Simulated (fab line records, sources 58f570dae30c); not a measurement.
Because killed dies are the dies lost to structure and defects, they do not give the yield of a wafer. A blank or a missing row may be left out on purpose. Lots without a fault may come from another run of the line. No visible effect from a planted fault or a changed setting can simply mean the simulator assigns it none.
Which tool is to blame? + flow berkeley_cmos170 + 7 lots with 21 wafers sampled at 2 steps, on a route of 331 steps

== WHAT EACH GAUGE READ, for each wafer ==
UCB170_SDANNEAL_RS_MEAS_02: measurement is done with a four-point probe.
| lot  | measured     | on            | PSD_RS (ohm/sq) |
|------|--------------|---------------|-----------------|
| L837 | day 7 17:27  | film_metro-04 | 75.8 75.9 75.4  |
| L836 | day 7 19:19  | film_metro-02 | 75.8 75.4 75.3  |
| L839 | day 8 13:34  | film_metro-02 | 75.7 75.5 75.6  |
| L844 | day 9 00:13  | film_metro-03 | 75.8 75.9 75.5  |
| L848 | day 10 05:33 | film_metro-02 | 75.7 75.9 76.1  |
| L851 | day 11 03:34 | film_metro-03 | 75.6 75.9 75.7  |
| L856 | day 11 17:38 | film_metro-02 | 75.4 75.8 75.3  |

== EACH LOT AND THE TOOL THAT RAN IT (in order: tool; ch and the chambers of the sampled wafers; start) ==
| lot  | UCB170_PWELL_CLEAN_00          |
|------|--------------------------------|
| L837 | wet_bench-04 ch 1, day 3 01:35 |
| L836 | wet_bench-01 ch 0, day 3 05:23 |
| L839 | wet_bench-01 ch 1, day 3 21:32 |
| L844 | wet_bench-04 ch 1, day 4 15:59 |
| L848 | wet_bench-01 ch 1, day 5 11:06 |
| L851 | wet_bench-02 ch 3, day 6 09:26 |
| L856 | wet_bench-04 ch 1, day 6 23:41 |
- UCB170_PWELL_CLEAN_00: cleans in SPM, time 600 s.

== THE ANSWER, worked out from the rows above alone ==
Rule: the usual values come from the lots themselves. The widest of any qualifying gaps counts: lots, ordered by their means at a reading, are off when they make up no more than a third of the lots, leave a main group of 4 or more, and stand apart from it by 3 or more times the standard deviation of that group's means. Not used: any main group whose means are identical at the precision the tables above print for the reading. Also off: a lot with no number at a reading for which 4 or more lots have one. All remaining lots with rows at the step are treated as sound.
No lot is off on any of the readings shown, so nothing can be concluded from this.

== WHAT HAD BEEN PUT IN BY THE SIMULATOR ==
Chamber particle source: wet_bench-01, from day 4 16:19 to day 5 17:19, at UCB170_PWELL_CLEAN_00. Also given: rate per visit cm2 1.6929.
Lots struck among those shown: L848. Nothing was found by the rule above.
